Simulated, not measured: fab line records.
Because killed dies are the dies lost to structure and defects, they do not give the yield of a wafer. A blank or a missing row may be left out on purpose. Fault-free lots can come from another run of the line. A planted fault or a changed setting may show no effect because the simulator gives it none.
fab line records -- flow rit_cmos
record lots=6, wafers=18, last_day=7
route steps=202 shown NRETRO@57 PRETRO@64
lots that met no fault: taken from a fault-free run of the same line
start_h: hours from the record's first day to the start of the lot's first wafer shown -- wait_h: time in hours since the lot's previous step -- " same as the row above -- L1.1+2: several wafers, shown together as one row -- - value missing, or start not given -- * or withheld: withheld -- < > ~ a bound
route shown NAME@n: names a module that has steps shown in the file, with the first one's number in the route -- usual: the fault-free wafers' mean and standard deviation -- same: alike in all rows -- chamber/n: place in a boat -- sites: per-site readings -- _std_site: the values' standard deviation -- _edge_site: mean of outer sites minus mean of inner sites -- radius_mm: how far each site lies from the wafer's centre -- mask NAME#n: copy n -- behind: the tool/chamber that last shaped the wafer -- hold: reason for holding the lot/hours on hold/outcome of the hold -- device: which transistor (n, p or np) failed to switch -- end of line: at the end of the route, the tests of the same wafers -- for a step that has no rows: nothing shown but its recipe -- killed: at the first sort, the dies lost to defects and structure; wafer yield is something else -- map: dies across one wafer; x = killed, . = not, _ = none there
set.NAME: the setting as run; set.NAME@STEP: as run at that earlier step -- model.NAME: the simulator's own value behind a step, which no gauge read
lots at selected steps of the route; one table per step, one row per wafer
services: when a tool's chamber went out of use (start_h, in hours from the record's first day, below 0 if earlier), for how many hours, and the reason
## steps
# step RIT_NRETRO_PEB_04
# recipe resist=NOVOLAK, temp_c=withheld, time_s=withheld
# step RIT_NRETRO_DEVELOP_05
# recipe resist=NOVOLAK, develop_time_s=68.87, dev_temp_c=23
# step RIT_NRETRO_OVL_MEAS_06
# usual NRETRO_OVL=-0.2/1.4
lot.wafer,tool,chamber,start_h,wait_h,NRETRO_OVL[nm]
L263.3,overlay-01,-,48.40,-,-0.4
L263.4,overlay-01,-,48.40,-,0.9
L263.6,overlay-01,-,48.40,-,1.6
L268.1,overlay-01,-,77.81,-,1.8
L268.4,overlay-01,-,77.81,-,-1.2
L268.5,overlay-01,-,77.81,-,0.7
L269.1,overlay-01,-,83.04,-,1.6
L269.3,overlay-01,-,83.04,-,0.9
L269.6,overlay-01,-,83.04,-,1.2
L274.2,overlay-02,-,103.82,-,-1.5
L274.3,overlay-02,-,103.82,-,-1.3
L274.5,overlay-02,-,103.82,-,-0.2
L275.1,overlay-02,-,109.02,-,-0.4
L275.2,overlay-02,-,109.02,-,-2.3
L275.3,overlay-02,-,109.02,-,-1.2
L279.4,overlay-01,-,127.21,-,1.5
L279.5,overlay-01,-,127.21,-,-1.1
L279.6,overlay-01,-,127.21,-,1.4
# step RIT_NRETRO_HARDBAKE_07
# recipe resist=NOVOLAK, temp_c=140, time_s=120
# step RIT_NRETRO_IMPLANT_08
# recipe species=P, energy_kev=70, dose_cm2=9.91e+12, tilt_deg=7
# step RIT_NRETRO_STRIP_09
# recipe chemistry=O2, time_s=180, resist=NOVOLAK, platen_temp_c=withheld, power_w=500, pressure_mtorr=4000, o2_flow_sccm=4000
# usual drypump_motor_current_A=6.1/0.36, o2_flow_sccm=4001/14
# same time_s=180
lot.wafer,tool,chamber,start_h,wait_h,drypump_motor_current_A,o2_flow_sccm,rf_hours_counter_h
L263.3,plasma_asher-03,0,48.94,0.1,5.8,4004,-
L263.4,plasma_asher-03,1,48.94,0.1,5.8,4006,-
L263.6,plasma_asher-03,1,48.94,0.1,5.8,4024,-
L268.1,plasma_asher-03,0,78.24,0.1,5.8,3984,43
L268.4,plasma_asher-03,0,78.24,0.1,5.8,4007,-
L268.5,plasma_asher-03,0,78.24,0.1,5.8,4007,-
L269.1,plasma_asher-03,1,83.48,0.1,5.8,3999,44
L269.3,plasma_asher-03,0,83.48,0.1,5.8,3996,-
L269.6,plasma_asher-03,0,83.48,0.1,5.8,4025,-
L274.2,plasma_asher-01,1,104.25,0.1,6.4,3984,47
L274.3,plasma_asher-01,0,104.25,0.1,5.7,3979,-
L274.5,plasma_asher-01,1,104.25,0.1,6.4,3996,-
L275.1,plasma_asher-04,1,109.46,0.1,6.3,3994,28
L275.2,plasma_asher-04,0,109.46,0.1,6.6,4004,28
L275.3,plasma_asher-04,1,109.46,0.1,6.3,4007,-
L279.4,plasma_asher-03,1,127.69,0.1,5.8,4013,-
L279.5,plasma_asher-03,1,127.69,0.1,5.8,4027,-
L279.6,plasma_asher-03,0,127.69,0.1,5.8,3990,-
# step RIT_NRETRO_TW_MEAS_10
# usual NRETRO_TW=1041/4.9
lot.wafer,tool,chamber,start_h,wait_h,NRETRO_TW
L263.3,film_metro-01,-,49.08,0.1,1039
L263.4,film_metro-01,-,49.08,0.1,1039
L263.6,film_metro-01,-,49.08,0.1,1035
L268.1,film_metro-04,-,78.42,0.1,1043
L268.4,film_metro-04,-,78.42,0.1,1040
L268.5,film_metro-04,-,78.42,0.1,1040
L269.1,film_metro-01,-,83.65,0.1,1054
L269.3,film_metro-01,-,83.65,0.1,1043
L269.6,film_metro-01,-,83.65,0.1,1055
L274.2,film_metro-04,-,104.43,0.1,1038
L274.3,film_metro-04,-,104.43,0.1,1044
L274.5,film_metro-04,-,104.43,0.1,1037
L275.1,film_metro-03,-,109.63,0.1,1032
L275.2,film_metro-03,-,109.63,0.1,1034
L275.3,film_metro-03,-,109.63,0.1,1038
L279.4,film_metro-04,-,127.83,0.1,1041
L279.5,film_metro-04,-,127.83,0.1,1042
L279.6,film_metro-04,-,127.83,0.1,1045
# step RIT_PRETRO_HMDS_00
# recipe prime_time_s=60, prime_temp_c=140
# step RIT_PRETRO_COAT_01
# recipe resist=NOVOLAK, spin_rpm=2000, resist_thk_nm=1300
# step RIT_PRETRO_SOFTBAKE_02
# recipe resist=NOVOLAK, temp_c=90, time_s=60
# step RIT_PRETRO_EXPOSE_03
# recipe mask_id=M5, na=0.57, target_cd_nm=43700, dose_mj=250
# step RIT_PRETRO_PEB_04
# recipe resist=NOVOLAK, temp_c=withheld, time_s=withheld
# step RIT_PRETRO_DEVELOP_05
# recipe resist=NOVOLAK, develop_time_s=68, dev_temp_c=23
# usual chill_plate_temp_C=23.00/0.11, develop_time_s=68/0
lot.wafer,tool,chamber,start_h,wait_h,chill_plate_temp_C,develop_time_s
L263.3,litho_track-03,0,50,-,22.76,68
L263.4,litho_track-03,0,50,-,22.91,68
L263.6,litho_track-03,0,50,-,22.85,68
L268.1,litho_track-02,-,79,-,-,-
L268.4,litho_track-02,-,79,-,-,-
L268.5,litho_track-02,-,79,-,-,-
L269.1,litho_track-04,-,84,-,-,-
L269.3,litho_track-04,-,84,-,-,-
L269.6,litho_track-04,-,84,-,-,-
L274.2,litho_track-02,0,105,-,23.08,68
L274.3,litho_track-02,0,105,-,23.10,68
L274.5,litho_track-02,0,105,-,23.12,68
L275.1,litho_track-03,0,110,-,22.99,68
L275.2,litho_track-03,0,110,-,23.10,68
L275.3,litho_track-03,0,110,-,23.18,68
L279.4,litho_track-04,0,128,-,22.99,68
L279.5,litho_track-04,0,128,-,22.74,68
L279.6,litho_track-04,0,128,-,22.81,68
# step RIT_PRETRO_OVL_MEAS_06
# usual PRETRO_OVL=0.1/1.4
lot.wafer,tool,chamber,start_h,wait_h,PRETRO_OVL[nm]
L263.3,overlay-01,-,50.14,-,0.0
L263.4,overlay-01,-,50.14,-,0.8
L263.6,overlay-01,-,50.14,-,0.2
L268.1,overlay-01,-,79.48,-,-
L268.4,overlay-01,-,79.48,-,-
L268.5,overlay-01,-,79.48,-,-
L269.1,overlay-01,-,84.72,-,-
L269.3,overlay-01,-,84.72,-,-
L269.6,overlay-01,-,84.72,-,-
L274.2,overlay-02,-,105.39,-,-1.3
L274.3,overlay-02,-,105.39,-,2.2
L274.5,overlay-02,-,105.39,-,2.2
L275.1,overlay-01,-,110.57,-,0.0
L275.2,overlay-01,-,110.57,-,-1.5
L275.3,overlay-01,-,110.57,-,-2.5
L279.4,overlay-02,-,128.76,-,0.3
L279.5,overlay-02,-,128.76,-,-0.2
L279.6,overlay-02,-,128.76,-,1.5
## services
tool,chamber,start_h,hours,kind
plasma_asher-01,-,108.75,9.0,pm
plasma_asher-01,0,108.75,9.0,vent_cycle
plasma_asher-01,1,108.75,9.0,vent_cycle
plasma_asher-03,-,110.39,7.6,repair
plasma_asher-01,0,117.75,-,clean
plasma_asher-01,1,117.75,-,clean
## key
first_sign step=RIT_PRETRO_DEVELOP_05, reading=tool_record, direction=missing
effect none on later readings
met_at RIT_PRETRO_DEVELOP_05
struck_wafers L268.1,L268.4,L268.5,L269.1,L269.3,L269.6
sort_left_out L268.1,L268.4,L268.5,L269.1,L269.3,L269.6
tester_left_out L268,L269
fault kind=skipped_step_whole, tool=litho_track-02,litho_track-04, chamber=-, onset_h=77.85, steps=RIT_PRETRO_DEVELOP_05, scope=struck_lots_only
# tester_left_out: of these lots the tester's yield and bins aren't shown, on N5 and GAA mostly nor the transistor test; their killed dies are dies lost to structure and defects alone, not to doping, threshold or leakage, so they don't give the yield
# sort_left_out: the simulated sort isn't trusted on such a fault, so these wafers' sort isn't shown, and their yield isn't known
